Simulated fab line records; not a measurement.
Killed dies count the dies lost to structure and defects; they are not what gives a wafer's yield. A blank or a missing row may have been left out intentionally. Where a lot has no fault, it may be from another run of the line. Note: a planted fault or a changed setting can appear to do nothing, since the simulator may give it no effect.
Matching of chambers / flow berkeleyCmos170 / 4 sister chambers for UCB170_NWELL_ETCH_13 on rieDiel-01
The step etches Si3N4 in CH3F/Ar/O2, stops on SiO2, target depth 246.4 nm, time 154 s. 18 wafers are shown with their chamber, then 9 later ones without.

== EACH WAFER AND ITS CHAMBER ==
wafer=L463.2; chamber=1; drypumpMotorCurrentA (A)=4.8; throttleValvePct (%)=8.25; oesProductAu (a.u.)=0.916
wafer=L463.4; chamber=1; drypumpMotorCurrentA (A)=4.8; throttleValvePct (%)=8.28; oesProductAu (a.u.)=0.909
wafer=L463.5; chamber=2; drypumpMotorCurrentA (A)=5.1; throttleValvePct (%)=8.20; oesProductAu (a.u.)=0.942
wafer=L465.1; chamber=1; drypumpMotorCurrentA (A)=4.8; throttleValvePct (%)=8.26; oesProductAu (a.u.)=0.901
wafer=L465.2; chamber=0; drypumpMotorCurrentA (A)=5.2; throttleValvePct (%)=8.16; oesProductAu (a.u.)=0.929
wafer=L465.6; chamber=3; drypumpMotorCurrentA (A)=6.0; throttleValvePct (%)=8.16; oesProductAu (a.u.)=0.941
wafer=L467.2; chamber=1; drypumpMotorCurrentA (A)=4.9; throttleValvePct (%)=8.26; oesProductAu (a.u.)=0.915
wafer=L467.5; chamber=1; drypumpMotorCurrentA (A)=4.8; throttleValvePct (%)=8.26; oesProductAu (a.u.)=0.912
wafer=L467.6; chamber=2; drypumpMotorCurrentA (A)=5.1; throttleValvePct (%)=8.21; oesProductAu (a.u.)=0.935
wafer=L469.1; chamber=1; drypumpMotorCurrentA (A)=4.8; throttleValvePct (%)=8.26; oesProductAu (a.u.)=0.938
wafer=L469.3; chamber=3; drypumpMotorCurrentA (A)=6.0; throttleValvePct (%)=8.16; oesProductAu (a.u.)=0.963
wafer=L469.6; chamber=0; drypumpMotorCurrentA (A)=5.2; throttleValvePct (%)=8.19; oesProductAu (a.u.)=0.954
wafer=L470.3; chamber=2; drypumpMotorCurrentA (A)=5.1; throttleValvePct (%)=8.21; oesProductAu (a.u.)=0.941
wafer=L470.5; chamber=3; drypumpMotorCurrentA (A)=6.0; throttleValvePct (%)=8.15; oesProductAu (a.u.)=0.942
wafer=L470.6; chamber=2; drypumpMotorCurrentA (A)=5.1; throttleValvePct (%)=8.22; oesProductAu (a.u.)=0.937
wafer=L472.2; chamber=1; drypumpMotorCurrentA (A)=4.9; throttleValvePct (%)=8.27; oesProductAu (a.u.)=0.922
wafer=L472.3; chamber=3; drypumpMotorCurrentA (A)=6.0; throttleValvePct (%)=8.16; oesProductAu (a.u.)=0.951
wafer=L472.6; chamber=1; drypumpMotorCurrentA (A)=4.8; throttleValvePct (%)=8.26; oesProductAu (a.u.)=0.931

SIGNATURES (averages over the wafers above)
reading=drypumpMotorCurrentA; chamber 0=5.200; chamber 1=4.825; chamber 2=5.100; chamber 3=6.000; scatter within a chamber=0.0327
reading=throttleValvePct; chamber 0=8.1750; chamber 1=8.2625; chamber 2=8.2100; chamber 3=8.1575; scatter within a chamber=0.00954
reading=oesProductAu; chamber 0=0.94150; chamber 1=0.91800; chamber 2=0.93875; chamber 3=0.94925; scatter within a chamber=0.0109
Rule: for each reading, subtract the chamber's mean from the wafer's reading, divide by that reading's scatter and square the result; add these up over the readings and take the root, which gives the wafer's distance from the chamber. The wafer belongs to the nearest chamber; if the next one is less than 2 further off, it can't be placed. How the scatter is found: for the shown wafers, subtract from each reading the mean of its chamber, square and add these, divide the total by (wafers less chambers), then take the root.

== WAFERS MISSING THEIR CHAMBER ==
wafer=L473.1; drypumpMotorCurrentA (A)=5.1; throttleValvePct (%)=8.21; oesProductAu (a.u.)=0.946
wafer=L473.3; drypumpMotorCurrentA (A)=6.0; throttleValvePct (%)=8.16; oesProductAu (a.u.)=0.953
wafer=L473.6; drypumpMotorCurrentA (A)=5.1; throttleValvePct (%)=8.21; oesProductAu (a.u.)=0.957
wafer=L484.2; drypumpMotorCurrentA (A)=6.0; throttleValvePct (%)=8.16; oesProductAu (a.u.)=0.949
wafer=L484.3; drypumpMotorCurrentA (A)=4.8; throttleValvePct (%)=8.25; oesProductAu (a.u.)=0.931
wafer=L484.6; drypumpMotorCurrentA (A)=5.1; throttleValvePct (%)=8.21; oesProductAu (a.u.)=0.949
wafer=L485.3; drypumpMotorCurrentA (A)=5.2; throttleValvePct (%)=8.19; oesProductAu (a.u.)=0.917
wafer=L485.4; drypumpMotorCurrentA (A)=4.8; throttleValvePct (%)=8.28; oesProductAu (a.u.)=0.895
wafer=L485.5; drypumpMotorCurrentA (A)=6.0; throttleValvePct (%)=8.15; oesProductAu (a.u.)=0.930

== THE CHAMBER EACH PASSED THROUGH ==
wafer=L473.1; from the rows above=2; in truth=2
wafer=L473.3; from the rows above=3; in truth=3
wafer=L473.6; from the rows above=2; in truth=2
wafer=L484.2; from the rows above=3; in truth=3
wafer=L484.3; from the rows above=1; in truth=1
wafer=L484.6; from the rows above=2; in truth=2
wafer=L485.3; from the rows above=can't be placed: 0 or 2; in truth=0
wafer=L485.4; from the rows above=1; in truth=1
wafer=L485.5; from the rows above=3; in truth=3
Placed correctly: 8 of 9. Cannot be placed on the basis of these rows: 1; the candidates contain the true chamber in 1. Number placed wrongly: 0.
